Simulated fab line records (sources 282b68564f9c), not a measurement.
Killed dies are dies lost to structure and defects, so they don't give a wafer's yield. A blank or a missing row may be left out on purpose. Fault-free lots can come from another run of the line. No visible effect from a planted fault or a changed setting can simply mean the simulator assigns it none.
Which tool did it? -- flow rit-cmos -- Sampling: 6 lots, 18 wafers, 3 of 202 route steps

WHAT EACH GAUGE READ, for each wafer
RIT_CONTACT_CD_MEAS_90: the cd target is 1000 nm.
lot,measured,on,cd-nm (nm)
L436,day 3 12:43,cd-sem-01,1001.9 1000.9 1000.3
L438,day 3 22:59,cd-sem-02,999.8 1001.0 997.6
L440,day 4 07:28,cd-sem-02,996.0 996.7 997.1
L444,day 5 02:21,cd-sem-02,997.3 998.8 999.5
L450,day 6 10:05,cd-sem-01,1000.1 1001.7 1003.0
L456,day 7 13:53,cd-sem-02,1002.6 1001.1 1003.3

WHAT TOOL EACH LOT RAN ON (gives the tool, then ch and the chambers of the sampled wafers, and finally the start)
lot,RIT_GATE_STRIP_20,RIT_PSD_STRIP_09
L436,"plasma-asher-04 ch 0,1, day 2 20:12","plasma-asher-03 ch 0,1, day 3 09:13"
L438,"plasma-asher-01 ch 0,1, day 3 07:56","plasma-asher-01 ch 0,1, day 3 19:23"
L440,"plasma-asher-04 ch 0,1, day 3 15:24","plasma-asher-03 ch 0,1, day 4 03:59"
L444,"plasma-asher-04 ch 0, day 4 10:51","plasma-asher-03 ch 0,1, day 4 22:55"
L450,"plasma-asher-03 ch 0,1, day 5 17:27","plasma-asher-01 ch 0, day 6 06:37"
L456,"plasma-asher-03 ch 0,1, day 6 23:06","plasma-asher-03 ch 0,1, day 7 10:29"
- RIT_GATE_STRIP_20: strips in O2, time 180 s.
- RIT_PSD_STRIP_09: strips in O2, time 180 s.

THE ANSWER, worked out from the rows above alone
Rule: usual is defined by the lots themselves. The widest of any qualifying gaps counts: lots, ordered by their means at a reading, are off when they make up no more than a third of the lots, leave a main group of 4 or more, and stand apart from it by 3 or more times the standard deviation of that group's means. A main group is skipped when, at the precision printed for the reading in the tables above, its means are all equal. A lot without any number at a reading at which 4 lots or more have one is off too. The other lots that the step has rows for count as sound.
No lot is off on any of the readings shown, so nothing can be concluded from this.

WHAT THE SIMULATOR HAD INSERTED
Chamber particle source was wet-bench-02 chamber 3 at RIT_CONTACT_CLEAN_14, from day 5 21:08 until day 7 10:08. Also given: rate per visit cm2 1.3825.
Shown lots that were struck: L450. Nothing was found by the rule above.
